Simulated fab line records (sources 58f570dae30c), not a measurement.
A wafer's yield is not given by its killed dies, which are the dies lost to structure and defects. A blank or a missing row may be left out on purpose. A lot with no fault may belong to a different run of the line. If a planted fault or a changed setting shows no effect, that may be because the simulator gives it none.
The tool behind it: which one? | flow berkeley_cmos170 | Sampling: 14 lots, 42 wafers, 2 of 331 route steps

## WHAT EACH GAUGE READ, for each wafer
UCB170_ACTIVE_CD_MEAS_13: the cd target is 1200 nm. Usual: cd_nm reads 1200.1 nm (standard deviation 1.5).
lot  | measured    | on        | cd_nm (nm)           | flag
L601 | day 5 01:47 | cd_sem-02 | 1199.5 1199.1 1200.6 |
L606 | day 5 17:08 | cd_sem-01 | 1199.7 1200.6 1201.3 |
L607 | day 5 17:26 | cd_sem-01 | 1168.1 1169.2 1168.9 | OFF
L604 | day 5 17:44 | cd_sem-01 | 1201.7 1203.1 1201.3 |
L611 | day 6 20:37 | cd_sem-01 | 1172.5 1174.6 1173.8 | OFF
L610 | day 6 20:25 | cd_sem-02 | 1198.0 1198.1 1197.9 |
L612 | day 7 03:37 | cd_sem-02 | 1199.1 1201.6 1200.7 |
L614 | day 7 10:44 | cd_sem-02 | 1198.1 1197.2 1200.5 |
L615 | day 7 17:22 | cd_sem-02 | 1202.4 1203.7 1202.6 |
L616 | day 7 23:26 | cd_sem-01 | 1200.9 1202.3 1201.2 |
L617 | day 8 00:04 | cd_sem-01 | 1200.2 1199.1 1197.8 |
L618 | day 8 14:56 | cd_sem-01 | 1200.1 1200.2 1200.1 |
L620 | day 9 03:55 | cd_sem-01 | 1198.8 1199.6 1199.0 |
L621 | day 9 10:52 | cd_sem-02 | 1201.4 1201.7 1200.3 |

## TOOL THAT RAN EACH LOT (tool first, then ch and the chambers of the sampled wafers, then the start)
lot  | UCB170_ACTIVE_COAT_08
L601 | litho_track-02 ch 0, day 5 00:23
L606 | litho_track-04 ch 0, day 5 16:26
L607 | litho_track-02 ch 0, day 5 16:31
L604 | litho_track-01 ch 0, day 5 16:33
L611 | litho_track-02 ch 0, day 6 19:41
L610 | litho_track-04 ch 0, day 6 19:44
L612 | litho_track-04 ch 0, day 7 02:48
L614 | litho_track-04 ch 0, day 7 09:56
L615 | litho_track-04 ch 0, day 7 16:32
L616 | litho_track-04 ch 0, day 7 22:09
L617 | litho_track-04 ch 0, day 7 22:34
L618 | litho_track-04 ch 0, day 8 13:45
L620 | litho_track-02 ch 0, day 9 03:13
L621 | litho_track-01 ch 0, day 9 10:00
- UCB170_ACTIVE_COAT_08: resist thk 900 nm.

## WHAT THE TOOLS THEMSELVES READ (means of the sampled wafers that have a number; where no wafer has one, the mark that the record gives instead)
The record holds no such reading with a usual standard deviation.

## THE ANSWER, worked out from the rows above alone
Rule: lot off if the mean of its wafers having a number is beyond 3 standard deviations from the usual mean. A lot without any number at a reading at which 4 lots or more have one is off too. Where the step has rows for the other lots, those lots are counted as sound. The gauges are gone through in route order, then the tools' own readings, and for those a lot's mean is taken as printed above. At the first step where some lot is off, the reading lying furthest off is the one used; lots without a number count as furthest.
Off, at UCB170_ACTIVE_CD_MEAS_13 on cd_nm: L607, L611.
A tool fits if, at a process step before that reading, it ran every lot that is off, and no sound lot after the first of them. The gauges at UCB170_ACTIVE_CD_MEAS_13 are tried like those tools. No candidate that was tried fits.

## WHAT THE SIMULATOR HAD PUT IN
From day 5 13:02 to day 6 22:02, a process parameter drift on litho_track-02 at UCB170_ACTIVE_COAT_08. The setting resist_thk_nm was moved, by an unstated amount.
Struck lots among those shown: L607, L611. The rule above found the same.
